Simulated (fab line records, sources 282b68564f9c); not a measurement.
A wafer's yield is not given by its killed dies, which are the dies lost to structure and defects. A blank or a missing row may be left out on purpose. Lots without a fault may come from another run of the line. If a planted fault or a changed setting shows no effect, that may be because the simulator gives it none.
fab line records || flow rit-cmos
record {"lots": 5, "wafers": 15, "last-day": 7}
route steps=202 shown NRETRO@55 PRETRO@64 M1@202
lots untouched by any fault: they come from a run of this same line in which no faults occurred
start-h: start of the lot's first displayed wafer, in hours after the record's first day || wait-h: how many hours have passed since the lot's step before this one || " same as the row above || L1.1+2: a single row standing in for several wafers || - either no value or no given start || * or withheld: withheld || < > ~ a bound
route shown NAME@n: names a module that has steps shown in the file, with the first one's number in the route || usual: mean/standard deviation taken from wafers without a fault || same: alike in all rows || chamber/n: place in a boat || sites: readings site by site || _std_site: their standard deviation || _edge_site: inner sites' mean taken away from outer sites' mean || radius-mm: for every site, how far away it sits from the centre of the wafer || mask NAME#n: copy n || behind: tool/chamber where the wafer was last shaped || hold: why the lot went on hold/how many hours it stayed there/how the hold came to an end || device: whichever transistor did not switch (one of n, p or np) || end of line: the same wafers' tests at the end of the route || a step without rows: its recipe alone || killed: not the wafer's yield, but the dies lost to structure and defects at the first sort || map: a wafer's dies, x killed, . not, _ none there
set.NAME: the run value of the setting; set.NAME@STEP: its run value at that earlier step || model.NAME: the simulator's own value behind a step, which no gauge read
lots at selected steps of the route; one table per step, one row per wafer
services: a tool's chamber out of use, with start hour (start-h, from the record's first day; less than 0 if before it), hours out, and reason
## steps
# step RIT_NRETRO_SOFTBAKE_02
# recipe {"resist": "NOVOLAK", "temp-c": 90, "time-s": 60}
# step RIT_NRETRO_EXPOSE_03
# recipe {"mask-id": "M4", "na": 0.57, "target-cd-nm": 43900, "dose-mj": 250}
# step RIT_NRETRO_PEB_04
# recipe {"resist": "NOVOLAK", "temp-c": "withheld", "time-s": "withheld"}
# step RIT_NRETRO_DEVELOP_05
# recipe {"resist": "NOVOLAK", "develop-time-s": 68, "dev-temp-c": 23}
# step RIT_NRETRO_OVL_MEAS_06
# usual {"NRETRO_OVL": "0.5/1.3"}
{"lot.wafer": "L677.2", "tool": "overlay-01", "chamber": "-", "start-h": 64.49, "wait-h": "-", "NRETRO_OVL[nm]": -0.3}
{"lot.wafer": "L677.3", "tool": "overlay-01", "chamber": "-", "start-h": 64.49, "wait-h": "-", "NRETRO_OVL[nm]": -0.4}
{"lot.wafer": "L677.4", "tool": "overlay-01", "chamber": "-", "start-h": 64.49, "wait-h": "-", "NRETRO_OVL[nm]": -0.4}
{"lot.wafer": "L682.1", "tool": "overlay-02", "chamber": "-", "start-h": 89.11, "wait-h": "-", "NRETRO_OVL[nm]": 1.5}
{"lot.wafer": "L682.2", "tool": "overlay-02", "chamber": "-", "start-h": 89.11, "wait-h": "-", "NRETRO_OVL[nm]": 0.8}
{"lot.wafer": "L682.6", "tool": "overlay-02", "chamber": "-", "start-h": 89.11, "wait-h": "-", "NRETRO_OVL[nm]": 3.3}
{"lot.wafer": "L685.2", "tool": "overlay-02", "chamber": "-", "start-h": 104.27, "wait-h": "-", "NRETRO_OVL[nm]": 2.3}
{"lot.wafer": "L685.4", "tool": "overlay-02", "chamber": "-", "start-h": 104.27, "wait-h": "-", "NRETRO_OVL[nm]": 3.2}
{"lot.wafer": "L685.5", "tool": "overlay-02", "chamber": "-", "start-h": 104.27, "wait-h": "-", "NRETRO_OVL[nm]": 1.9}
{"lot.wafer": "L692.1", "tool": "overlay-01", "chamber": "-", "start-h": 139.53, "wait-h": "-", "NRETRO_OVL[nm]": 0.4}
{"lot.wafer": "L692.2", "tool": "overlay-01", "chamber": "-", "start-h": 139.53, "wait-h": "-", "NRETRO_OVL[nm]": 1.7}
{"lot.wafer": "L692.3", "tool": "overlay-01", "chamber": "-", "start-h": 139.53, "wait-h": "-", "NRETRO_OVL[nm]": 1.3}
{"lot.wafer": "L693.1", "tool": "overlay-01", "chamber": "-", "start-h": 144.19, "wait-h": "-", "NRETRO_OVL[nm]": 1.9}
{"lot.wafer": "L693.3", "tool": "overlay-01", "chamber": "-", "start-h": 144.19, "wait-h": "-", "NRETRO_OVL[nm]": 2.4}
{"lot.wafer": "L693.6", "tool": "overlay-01", "chamber": "-", "start-h": 144.19, "wait-h": "-", "NRETRO_OVL[nm]": 0.9}
# step RIT_NRETRO_HARDBAKE_07
# recipe {"resist": "NOVOLAK", "temp-c": 140, "time-s": 120}
# step RIT_NRETRO_IMPLANT_08
# recipe {"species": "P", "energy-kev": 70, "dose-cm2": 1.015e+13, "tilt-deg": 7}
# step RIT_NRETRO_STRIP_09
# recipe {"chemistry": "O2", "time-s": 180, "resist": "NOVOLAK", "platen-temp-c": "withheld", "power-w": 500, "pressure-mtorr": 4000, "o2-flow-sccm": 4000}
# usual {"drypump-motor-current-A": "5.5/0.39"}
{"lot.wafer": "L677.2", "tool": "plasma-asher-04", "chamber": 1, "start-h": 64.92, "wait-h": 0.1, "drypump-motor-current-A": 5.0, "rf-hours-counter-h": 42}
{"lot.wafer": "L677.3", "tool": "plasma-asher-04", "chamber": 0, "start-h": 64.92, "wait-h": 0.1, "drypump-motor-current-A": 5.4, "rf-hours-counter-h": "-"}
{"lot.wafer": "L677.4", "tool": "plasma-asher-04", "chamber": 1, "start-h": 64.92, "wait-h": 0.1, "drypump-motor-current-A": 5.0, "rf-hours-counter-h": "-"}
{"lot.wafer": "L682.1", "tool": "plasma-asher-03", "chamber": 1, "start-h": 89.54, "wait-h": 0.1, "drypump-motor-current-A": 6.0, "rf-hours-counter-h": 45}
{"lot.wafer": "L682.2", "tool": "plasma-asher-03", "chamber": 0, "start-h": 89.54, "wait-h": 0.1, "drypump-motor-current-A": 5.5, "rf-hours-counter-h": 45}
{"lot.wafer": "L682.6", "tool": "plasma-asher-03", "chamber": 1, "start-h": 89.54, "wait-h": 0.1, "drypump-motor-current-A": 6.0, "rf-hours-counter-h": "-"}
{"lot.wafer": "L685.2", "tool": "plasma-asher-04", "chamber": 0, "start-h": 104.70, "wait-h": 0.1, "drypump-motor-current-A": 5.4, "rf-hours-counter-h": 46}
{"lot.wafer": "L685.4", "tool": "plasma-asher-04", "chamber": 1, "start-h": 104.70, "wait-h": 0.1, "drypump-motor-current-A": 5.0, "rf-hours-counter-h": "-"}
{"lot.wafer": "L685.5", "tool": "plasma-asher-04", "chamber": 1, "start-h": 104.70, "wait-h": 0.1, "drypump-motor-current-A": 5.0, "rf-hours-counter-h": "-"}
{"lot.wafer": "L692.1", "tool": "plasma-asher-03", "chamber": 0, "start-h": 139.97, "wait-h": 0.1, "drypump-motor-current-A": 5.5, "rf-hours-counter-h": 2}
{"lot.wafer": "L692.2", "tool": "plasma-asher-03", "chamber": 1, "start-h": 139.97, "wait-h": 0.1, "drypump-motor-current-A": 6.0, "rf-hours-counter-h": 2}
{"lot.wafer": "L692.3", "tool": "plasma-asher-03", "chamber": 1, "start-h": 139.97, "wait-h": 0.1, "drypump-motor-current-A": 6.0, "rf-hours-counter-h": "-"}
{"lot.wafer": "L693.1", "tool": "plasma-asher-03", "chamber": 0, "start-h": 144.62, "wait-h": 0.1, "drypump-motor-current-A": 5.5, "rf-hours-counter-h": 3}
{"lot.wafer": "L693.3", "tool": "plasma-asher-03", "chamber": 1, "start-h": 144.62, "wait-h": 0.1, "drypump-motor-current-A": 6.0, "rf-hours-counter-h": "-"}
{"lot.wafer": "L693.6", "tool": "plasma-asher-03", "chamber": 1, "start-h": 144.62, "wait-h": 0.1, "drypump-motor-current-A": 6.0, "rf-hours-counter-h": "-"}
# step RIT_NRETRO_TW_MEAS_10
# usual {"NRETRO_TW": "1060/5.6"}
{"lot.wafer": "L677.2", "tool": "film-metro-04", "chamber": "-", "start-h": 65.10, "wait-h": 0.1, "NRETRO_TW": 1065}
{"lot.wafer": "L677.3", "tool": "film-metro-04", "chamber": "-", "start-h": 65.10, "wait-h": 0.1, "NRETRO_TW": 1065}
{"lot.wafer": "L677.4", "tool": "film-metro-04", "chamber": "-", "start-h": 65.10, "wait-h": 0.1, "NRETRO_TW": 1066}
{"lot.wafer": "L682.1", "tool": "film-metro-02", "chamber": "-", "start-h": 89.72, "wait-h": 0.1, "NRETRO_TW": 1061}
{"lot.wafer": "L682.2", "tool": "film-metro-02", "chamber": "-", "start-h": 89.72, "wait-h": 0.1, "NRETRO_TW": 1062}
{"lot.wafer": "L682.6", "tool": "film-metro-02", "chamber": "-", "start-h": 89.72, "wait-h": 0.1, "NRETRO_TW": 1063}
{"lot.wafer": "L685.2", "tool": "film-metro-01", "chamber": "-", "start-h": 104.88, "wait-h": 0.1, "NRETRO_TW": 1061}
{"lot.wafer": "L685.4", "tool": "film-metro-01", "chamber": "-", "start-h": 104.88, "wait-h": 0.1, "NRETRO_TW": 1065}
{"lot.wafer": "L685.5", "tool": "film-metro-01", "chamber": "-", "start-h": 104.88, "wait-h": 0.1, "NRETRO_TW": 1057}
{"lot.wafer": "L692.1", "tool": "film-metro-02", "chamber": "-", "start-h": 140.15, "wait-h": 0.1, "NRETRO_TW": 1058}
{"lot.wafer": "L692.2", "tool": "film-metro-02", "chamber": "-", "start-h": 140.15, "wait-h": 0.1, "NRETRO_TW": 1063}
{"lot.wafer": "L692.3", "tool": "film-metro-02", "chamber": "-", "start-h": 140.15, "wait-h": 0.1, "NRETRO_TW": 1059}
{"lot.wafer": "L693.1", "tool": "film-metro-02", "chamber": "-", "start-h": 144.80, "wait-h": 0.1, "NRETRO_TW": 1056}
{"lot.wafer": "L693.3", "tool": "film-metro-02", "chamber": "-", "start-h": 144.80, "wait-h": 0.1, "NRETRO_TW": 1052}
{"lot.wafer": "L693.6", "tool": "film-metro-02", "chamber": "-", "start-h": 144.80, "wait-h": 0.1, "NRETRO_TW": 1058}
# step RIT_PRETRO_HMDS_00
# recipe {"prime-time-s": 60, "prime-temp-c": 140}
# step RIT_PRETRO_COAT_01
# recipe {"resist": "NOVOLAK", "spin-rpm": 2000, "resist-thk-nm": 1300}
# step RIT_PRETRO_SOFTBAKE_02
# recipe {"resist": "NOVOLAK", "temp-c": 90, "time-s": 60}
# step RIT_PRETRO_EXPOSE_03
# recipe {"mask-id": "M5", "na": 0.57, "target-cd-nm": 43700, "dose-mj": 250}
{"lot.wafer": "L677.2+3+4", "tool": "iline-stepper-02", "chamber": 0, "start-h": 65.75, "wait-h": 0.2, "mask": "M5#0"}
{"lot.wafer": "L682.1+2+6", "tool": "iline-stepper-01", "chamber": 0, "start-h": 90.23, "wait-h": 0.1, "mask": "M5_R1#0"}
{"lot.wafer": "L685.2+4+5", "tool": "iline-stepper-01", "chamber": 0, "start-h": 105.40, "wait-h": 0.1, "mask": "M5#0"}
{"lot.wafer": "L692.1+2+3", "tool": "iline-stepper-01", "chamber": 0, "start-h": 140.78, "wait-h": 0.2, "mask": "M5#0"}
{"lot.wafer": "L693.1+3+6", "tool": "iline-stepper-01", "chamber": 0, "start-h": 145.31, "wait-h": 0.1, "mask": "M5#0"}
# step RIT_PRETRO_PEB_04
# recipe {"resist": "NOVOLAK", "temp-c": "withheld", "time-s": "withheld"}
# step RIT_M1_PROBE_99
# usual {"killed_at_M0_to_M3": "0.0/0.12", "killed-at-front-end": "6.6/2.7", "killed-dies": "6.7/2.8", "killed-open": "3.4/2.1", "killed-short": "3.3/1.8"}
# same {"gross-dies": 264, "killed_at_M4_up": 0, "killed-at-back-side": 0, "killed-at-contacts": 0, "killed-at-other": 0}
{"lot.wafer": "L677.2", "tool": "prober-01", "chamber": "-", "start-h": 91.50, "wait-h": 0.1, "killed_at_M0_to_M3": 0, "killed-at-front-end": 5, "killed-dies": 5, "killed-open": 2, "killed-short": 3, "model.etest.retro-edge-nmos.off-log10-a-um": -9.89}
{"lot.wafer": "L677.3", "tool": "prober-01", "chamber": "-", "start-h": 91.55, "wait-h": 0.2, "killed_at_M0_to_M3": 0, "killed-at-front-end": 6, "killed-dies": 6, "killed-open": 3, "killed-short": 3, "model.etest.retro-edge-nmos.off-log10-a-um": -9.46}
{"lot.wafer": "L677.4", "tool": "prober-01", "chamber": "-", "start-h": 91.60, "wait-h": 0.2, "killed_at_M0_to_M3": 0, "killed-at-front-end": 6, "killed-dies": 6, "killed-open": 3, "killed-short": 3, "model.etest.retro-edge-nmos.off-log10-a-um": -9.752}
{"lot.wafer": "L682.1", "tool": "prober-02", "chamber": "-", "start-h": 120.05, "wait-h": 0.1, "killed_at_M0_to_M3": 0, "killed-at-front-end": 9, "killed-dies": 9, "killed-open": 4, "killed-short": 5, "model.etest.retro-edge-nmos.off-log10-a-um": -7.684}
{"lot.wafer": "L682.2", "tool": "prober-02", "chamber": "-", "start-h": 120.10, "wait-h": 0.1, "killed_at_M0_to_M3": 0, "killed-at-front-end": 4, "killed-dies": 4, "killed-open": 3, "killed-short": 1, "model.etest.retro-edge-nmos.off-log10-a-um": -7.757}
{"lot.wafer": "L682.6", "tool": "prober-02", "chamber": "-", "start-h": 120.30, "wait-h": 0.2, "killed_at_M0_to_M3": 1, "killed-at-front-end": 10, "killed-dies": 11, "killed-open": 2, "killed-short": 9, "model.etest.retro-edge-nmos.off-log10-a-um": -7.995}
{"lot.wafer": "L685.2", "tool": "prober-01", "chamber": "-", "start-h": 132.25, "wait-h": 0.1, "killed_at_M0_to_M3": 0, "killed-at-front-end": 7, "killed-dies": 7, "killed-open": 3, "killed-short": 4, "model.etest.retro-edge-nmos.off-log10-a-um": -9.274}
{"lot.wafer": "L685.4", "tool": "prober-01", "chamber": "-", "start-h": 132.35, "wait-h": 0.2, "killed_at_M0_to_M3": 0, "killed-at-front-end": 6, "killed-dies": 6, "killed-open": 3, "killed-short": 3, "model.etest.retro-edge-nmos.off-log10-a-um": -9.47}
{"lot.wafer": "L685.5", "tool": "prober-01", "chamber": "-", "start-h": 132.40, "wait-h": 0.2, "killed_at_M0_to_M3": 0, "killed-at-front-end": 6, "killed-dies": 6, "killed-open": 5, "killed-short": 1, "model.etest.retro-edge-nmos.off-log10-a-um": -9.382}
{"lot.wafer": "L692.1", "tool": "prober-02", "chamber": "-", "start-h": 169.89, "wait-h": 0.1, "killed_at_M0_to_M3": 0, "killed-at-front-end": 8, "killed-dies": 8, "killed-open": 6, "killed-short": 2, "model.etest.retro-edge-nmos.off-log10-a-um": -9.558}
{"lot.wafer": "L692.2", "tool": "prober-02", "chamber": "-", "start-h": 169.94, "wait-h": 0.1, "killed_at_M0_to_M3": 0, "killed-at-front-end": 5, "killed-dies": 5, "killed-open": 4, "killed-short": 1, "model.etest.retro-edge-nmos.off-log10-a-um": -9.578}
{"lot.wafer": "L692.3", "tool": "prober-02", "chamber": "-", "start-h": 169.99, "wait-h": 0.2, "killed_at_M0_to_M3": 0, "killed-at-front-end": 5, "killed-dies": 5, "killed-open": 2, "killed-short": 3, "model.etest.retro-edge-nmos.off-log10-a-um": -9.378}
{"lot.wafer": "L693.1", "tool": "prober-01", "chamber": "-", "start-h": 172.71, "wait-h": 0.1, "killed_at_M0_to_M3": 0, "killed-at-front-end": 9, "killed-dies": 9, "killed-open": 6, "killed-short": 3, "model.etest.retro-edge-nmos.off-log10-a-um": -9.363}
{"lot.wafer": "L693.3", "tool": "prober-01", "chamber": "-", "start-h": 172.81, "wait-h": 0.2, "killed_at_M0_to_M3": 0, "killed-at-front-end": 5, "killed-dies": 5, "killed-open": 2, "killed-short": 3, "model.etest.retro-edge-nmos.off-log10-a-um": -9.396}
{"lot.wafer": "L693.6", "tool": "prober-01", "chamber": "-", "start-h": 172.96, "wait-h": 0.2, "killed_at_M0_to_M3": 0, "killed-at-front-end": 7, "killed-dies": 7, "killed-open": 3, "killed-short": 4, "model.etest.retro-edge-nmos.off-log10-a-um": -9.486}
# killed by level:class
L677.2 FOX1:geometric-particle:short=1 FOX2:geometric-particle:open=1 SPACER:geometric-particle:short=1 SPACER:geometric-particle:open=1 SILICIDE:geometric-particle:short=1
L677.3 GATE:geometric-particle:open=2 FOX1:geometric-particle:open=1 FOX1:geometric-particle:short=1 SPACER:geometric-particle:short=1 SILICIDE:geometric-particle:short=1
L677.4 GATE:geometric-particle:open=2 SPACER:geometric-particle:short=2 FOX2:geometric-particle:open=1 GATE:geometric-particle:short=1
L682.1 GATE:geometric-particle:short=3 GATE:geometric-particle:open=2 FOX1:geometric-particle:open=1 FOX1:geometric-particle:short=1 FOX2:geometric-particle:open=1 SILICIDE:geometric-particle:short=1
L682.2 SPACER:geometric-particle:open=2 GATE:geometric-particle:open=1 SILICIDE:geometric-particle:short=1
L682.6 GATE:geometric-particle:short=4 SILICIDE:geometric-particle:short=2 ACTIVE:geometric-particle:short=1 GATE:geometric-particle:open=1 SPACER:geometric-particle:open=1 SPACER:geometric-particle:short=1 M1:geometric-particle:short=1
L685.2 FOX1:geometric-particle:open=1 FOX1:geometric-particle:short=1 GATE:geometric-particle:short=1 REOX:geometric-particle:open=1 REOX:geometric-particle:short=1 SPACER:geometric-particle:short=1 SPACER:geometric-particle:open=1
L685.4 REOX:geometric-particle:open=2 FOX1:geometric-particle:open=1 FOX1:geometric-particle:short=1 GATE:geometric-particle:short=1 REOX:geometric-particle:short=1
L685.5 FOX2:geometric-particle:open=3 FOX1:geometric-particle:open=2 SILICIDE:geometric-particle:short=1
L692.1 FOX2:geometric-particle:open=2 GATE:geometric-particle:open=2 FOX2:geometric-particle:short=1 GATE:geometric-particle:short=1 SPACER:geometric-particle:open=1 SILICIDE:geometric-particle:open=1
L692.2 GATE:geometric-particle:open=2 FOX2:geometric-particle:open=1 SPACER:geometric-particle:open=1 SILICIDE:geometric-particle:short=1
L692.3 GATE:geometric-particle:open=2 FOX1:geometric-particle:short=1 GATE:geometric-particle:short=1 SILICIDE:geometric-particle:short=1
L693.1 REOX:geometric-particle:open=3 FOX1:geometric-particle:open=1 FOX1:geometric-particle:short=1 GATE:geometric-particle:open=1 GATE:geometric-particle:short=1 SPACER:geometric-particle:open=1 SILICIDE:geometric-particle:short=1
L693.3 GATE:geometric-particle:open=2 REOX:geometric-particle:short=2 GATE:geometric-particle:short=1
L693.6 GATE:geometric-particle:short=3 ACTIVE:geometric-particle:open=1 SPACER:geometric-particle:open=1 SPACER:geometric-particle:short=1 SILICIDE:geometric-particle:open=1
## services
{"tool": "iline-stepper-01", "chamber": "-", "start-h": 75.45, "hours": 5.2, "kind": "repair"}
{"tool": "iline-stepper-02", "chamber": 0, "start-h": 76.45, "hours": "-", "kind": "calibration"}
{"tool": "plasma-asher-03", "chamber": "-", "start-h": 108.75, "hours": 9.0, "kind": "pm"}
{"tool": "plasma-asher-03", "chamber": 0, "start-h": 108.75, "hours": 9.0, "kind": "vent-cycle"}
{"tool": "plasma-asher-03", "chamber": 1, "start-h": 108.75, "hours": 9.0, "kind": "vent-cycle"}
{"tool": "plasma-asher-03", "chamber": 0, "start-h": 117.75, "hours": "-", "kind": "clean"}
{"tool": "plasma-asher-03", "chamber": 1, "start-h": 117.75, "hours": "-", "kind": "clean"}
{"tool": "iline-stepper-01", "chamber": 0, "start-h": 140.42, "hours": "-", "kind": "calibration"}
## key
first-sign {"step": "RIT_PRETRO_EXPOSE_03", "reading": "mask", "direction": "changed"}
effect none on later readings
model-effect {"step": "RIT_M1_PROBE_99", "value": "etest.retro-edge-nmos.off-log10-a-um", "without": -9.752, "struck": -7.812}
met-at RIT_PRETRO_EXPOSE_03
struck-wafers L682.1,L682.2,L682.6
tester-left-out L682
fault {"kind": "wrong-mask", "tool": "any", "chamber": "-", "onset-h": 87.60, "steps": "RIT_PRETRO_EXPOSE_03", "aux-copy": "M5_R1#0", "cd-offset-nm": -350, "scope": "struck-lots-only"}
# tester-left-out: of these lots the tester's yield and bins aren't shown, on N5 and GAA mostly nor the transistor test; their killed dies are dies lost to structure and defects alone, not to doping, threshold or leakage, so they don't give the yield
